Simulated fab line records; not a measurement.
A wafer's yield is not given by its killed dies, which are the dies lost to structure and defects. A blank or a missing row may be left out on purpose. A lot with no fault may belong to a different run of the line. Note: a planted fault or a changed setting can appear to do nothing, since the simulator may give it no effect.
What tool caused it? | flow rit_cmos | 15 lots with 45 wafers sampled at 3 steps, on a route of 202 steps

== WHAT EACH GAUGE READ, for each wafer ==
RIT_WELLDRIVE_RS_MEAS_01: a four-point-probe measurement. Usual: NWELL_RS 273.0 ohm/sq, standard deviation 0.74.
lot  | measured    | on            | NWELL_RS (ohm/sq) | flag
L564 | day 2 06:13 | film_metro-02 | 272.9 273.2 273.1 |
L565 | day 2 10:32 | film_metro-04 | 272.9 272.6 272.1 |
L566 | day 2 16:52 | film_metro-02 | 272.5 272.5 272.7 |
L569 | day 3 08:06 | film_metro-03 | 272.7 272.7 272.7 |
L571 | day 3 17:31 | film_metro-02 | 274.4 273.9 273.3 |
L572 | day 3 22:35 | film_metro-02 | 272.4 272.5 272.4 |
L573 | day 4 01:41 | film_metro-02 | 273.7 273.5 274.2 |
L575 | day 4 13:24 | film_metro-03 | 273.8 273.4 273.4 |
L576 | day 4 18:29 | film_metro-03 | 273.8 273.6 273.9 |
L577 | day 5 00:11 | film_metro-03 | 274.1 273.4 273.3 |
L578 | day 5 04:37 | film_metro-04 | 273.4 274.2 272.4 |
L579 | day 5 07:34 | film_metro-04 | 273.4 273.3 273.5 |
L580 | day 5 14:49 | film_metro-04 | 272.5 272.0 271.8 |
L581 | day 5 19:05 | film_metro-03 | 273.1 272.6 273.5 |
L587 | day 7 05:52 | film_metro-03 | 272.3 273.0 272.8 |

RIT_NRETRO_TW_MEAS_10. Usual: NRETRO_TW 1060, standard deviation 7.6.
lot  | measured    | on            | NRETRO_TW      | flag
L564 | day 2 07:55 | film_metro-01 | 1058 1061 1058 |
L565 | day 2 12:14 | film_metro-02 | 1073 1070 1060 |
L566 | day 2 18:40 | film_metro-02 | 1066 1068 1070 |
L569 | day 3 09:50 | film_metro-01 | 1055 1057 1057 |
L571 | day 3 19:22 | film_metro-04 | 1049 1042 1047 |
L572 | day 4 00:19 | film_metro-01 | 1055 1049 1058 |
L573 | day 4 03:31 | film_metro-02 | 1065 1062 1069 |
L575 | day 4 15:16 | film_metro-01 | 1058 1060 1052 |
L576 | day 4 20:20 | film_metro-04 | 1045 1050 1057 |
L577 | day 5 01:55 | film_metro-01 | 1055 1065 1056 |
L578 | day 5 06:20 | film_metro-02 | 1066 1072 1066 |
L579 | day 5 09:23 | film_metro-02 | 1065 1071 1070 |
L580 | day 5 16:41 | film_metro-01 | 1063 1059 1062 |
L581 | day 5 21:04 | film_metro-02 | 1064 1064 1066 |
L587 | day 7 07:43 | film_metro-02 | 1063 1063 1065 |

RIT_GATE_THK_MEAS_07. Usual: GATE_OXIDE_THK 3.02 nm, standard deviation 0.058.
lot  | measured    | on            | GATE_OXIDE_THK (nm) | flag
L564 | day 2 11:30 | film_metro-01 | 3.17 3.20 3.06      |
L565 | day 2 16:58 | film_metro-03 | 2.93 3.00 2.98      |
L566 | day 2 23:32 | film_metro-03 | 3.00 3.01 3.09      |
L569 | day 3 13:22 | film_metro-01 | 3.09 3.09 3.04      |
L571 | day 4 01:12 | film_metro-01 | 2.97 2.94 3.04      |
L572 | day 4 03:51 | film_metro-01 | 3.05 3.03 2.98      |
L573 | day 4 08:20 | film_metro-02 | 2.90 2.97 2.90      |
L575 | day 4 18:52 | film_metro-02 | 3.06 3.08 3.09      |
L576 | day 5 01:46 | film_metro-03 | 3.01 3.03 3.02      |
L577 | day 5 06:46 | film_metro-03 | 2.96 3.04 3.06      |
L578 | day 5 09:55 | film_metro-01 | 2.99 2.99 2.92      |
L579 | day 5 13:52 | film_metro-01 | 3.01 2.98 3.01      |
L580 | day 5 20:32 | film_metro-02 | 2.99 3.07 3.00      |
L581 | day 6 00:29 | film_metro-03 | 2.99 2.93 3.01      |
L587 | day 7 14:38 | film_metro-01 | 3.00 2.98 2.90      |

== WHAT TOOL EACH LOT RAN ON (gives the tool, then ch and the chambers of the sampled wafers, and finally the start) ==
There is no process step in the record ahead of these readings.

== AS READ BY THE TOOLS THEMSELVES (means over the sampled wafers that have a number; for cases with no such wafer, the mark the record gives instead) ==
The record holds no such reading with a usual standard deviation.

== THE ANSWER, worked out from the rows above alone ==
Rule: lot off if the mean of its wafers having a number is beyond 3 standard deviations from the usual mean. Also off: a lot with no number at a reading for which 4 or more lots have one. The other lots that the step has rows for count as sound. First the gauges in route order, then the tools' own readings, where a lot's mean is used as printed above. At the first step where some lot is off, the reading lying furthest off is the one used; lots without a number count as furthest.
None of the lots is off at any reading shown; this tells nothing.

== WHAT THE SIMULATOR HAD PUT IN ==
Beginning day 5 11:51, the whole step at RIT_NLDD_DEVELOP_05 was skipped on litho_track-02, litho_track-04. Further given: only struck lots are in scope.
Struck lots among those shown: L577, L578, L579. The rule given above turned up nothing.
